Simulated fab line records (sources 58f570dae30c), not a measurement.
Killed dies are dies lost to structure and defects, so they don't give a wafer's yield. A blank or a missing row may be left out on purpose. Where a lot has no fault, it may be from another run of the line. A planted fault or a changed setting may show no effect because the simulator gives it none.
Code-filled problem report in 8D (eight disciplines) form :: flow berkeley_cmos170 :: the parts of the form that need people (team, actions taken, sign-off) are left out

== 1. PROBLEM STATEMENT ==
V1_POLISHED_THK at UCB170_V1_THK_MEAS_04 reads a mean of 1249.7 nm on 1 wafer of 1 lot; wafers without a fault read 999.6 nm with a standard deviation of 1.1. That is +99 or more standard deviations from the usual mean.
First observed at day 12 03:40: wafer L892.6, on film_metro-01. Wafers with a number at this step in the record: 39, from 13 lots. By rule, "out" or "out of limits" means more than 4 standard deviations away from the usual mean. The other wafers with a number count as sound.

== 2. WHAT IT IS, AND WHAT IT ISN'T ==
question: which readings at this step
is: V1_POLISHED_THK
is not: -

question: which lots
is: L892
is not: L875, L877, L878, L879, L880, L881, L882, L884, L893, L896, L897, L898

question: which wafers of those lots
is: L892.6
is not: L892.4, L892.5

question: read on which gauges
is: film_metro-01
is not: film_metro-02, film_metro-03

question: when
is: from day 12 03:40
is not: up to then (26 sound wafers); but 12 sound wafers of L893, L896, L897, L898 came after

== 3. WHAT RULES OUT EACH SUSPECT ==
Counting: any tool at a process step up to the reading remains a suspect provided it ran every lot that is out. Sound lots after the first of them don't rule it out here, since some wafers of a struck lot are sound.
- the gauge at UCB170_V1_THK_MEAS_04 has been ruled out. All the wafers that are out were read on film_metro-01, but those of them that UCB170_V1_ETCH_14 has rows for are out there too, on other tools.
- rtp_anneal-02 at UCB170_CONTACT_RTA_08 (time 10 s): kept. L892, the lot that is out, went through it at day 11 22:04; up to then, the latest sound lot through it was L884 at day 10 00:34.
- cmp-01 at UCB170_V1_CMP_02 (polishes SiO2): kept. L892, the lot that is out, went through it at day 12 03:19; up to then, the latest sound lot through it was L884 at day 10 05:33.
- Within cmp-01 at UCB170_V1_CMP_02: the wafers that are out ran in chamber 0; their sound lot-mates ran in chambers 1, 2.
Left after counting: rtp_anneal-02 at UCB170_CONTACT_RTA_08, cmp-01 at UCB170_V1_CMP_02.

== 4. THE CAUSE (what the simulator had put in) ==
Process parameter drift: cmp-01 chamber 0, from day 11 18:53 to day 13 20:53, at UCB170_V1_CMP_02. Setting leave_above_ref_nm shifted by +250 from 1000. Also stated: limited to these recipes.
2 suspects survive the count, and this tool is in that group.

== 5. THE EFFECT CHAIN, in route order ==
Rows list readings where the struck wafers' mean (over those with a number) sits beyond 3 standard deviations from the usual. Only readings whose record carries a usual standard deviation are examined. hours: median over the lots of the time between each lot's start at the first step of this table that gives one and its start at this step. sigmas: the change, counted in usual standard deviations.
hours: 0
step: UCB170_V1_THK_MEAS_04
reading: V1_POLISHED_THK
usual: 999.6 nm
on struck wafers: 1249.7
change: +250.1
sigmas: +99 or more

hours: 6
step: UCB170_V1_ETCH_14
reading: oes_product_au
usual: 0.868 a.u.
on struck wafers: 0.966
change: +0.098
sigmas: +7.5
The process steps in it:
- UCB170_V1_ETCH_14: etches SiO2 in CHF3/CF4/Ar, stops on Al, target depth 1250 nm, time 291 s.

== 6. WHAT WOULD HAVE CAUGHT IT SOONER ==
The first out-of-limits reading at a measuring or inspecting step in this record came at day 12 03:40, 9 hours after the fault's start at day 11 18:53.
Of the tool readings at UCB170_V1_CMP_02 for which the record gives a usual standard deviation, none was out on any struck wafer, so an alarm limit of 4 standard deviations on them would not have fired.
All the lots that are out (1) had begun UCB170_V1_CMP_02 on cmp-01 by day 12 03:40. A hold on the tool at that time would have spared none of them.
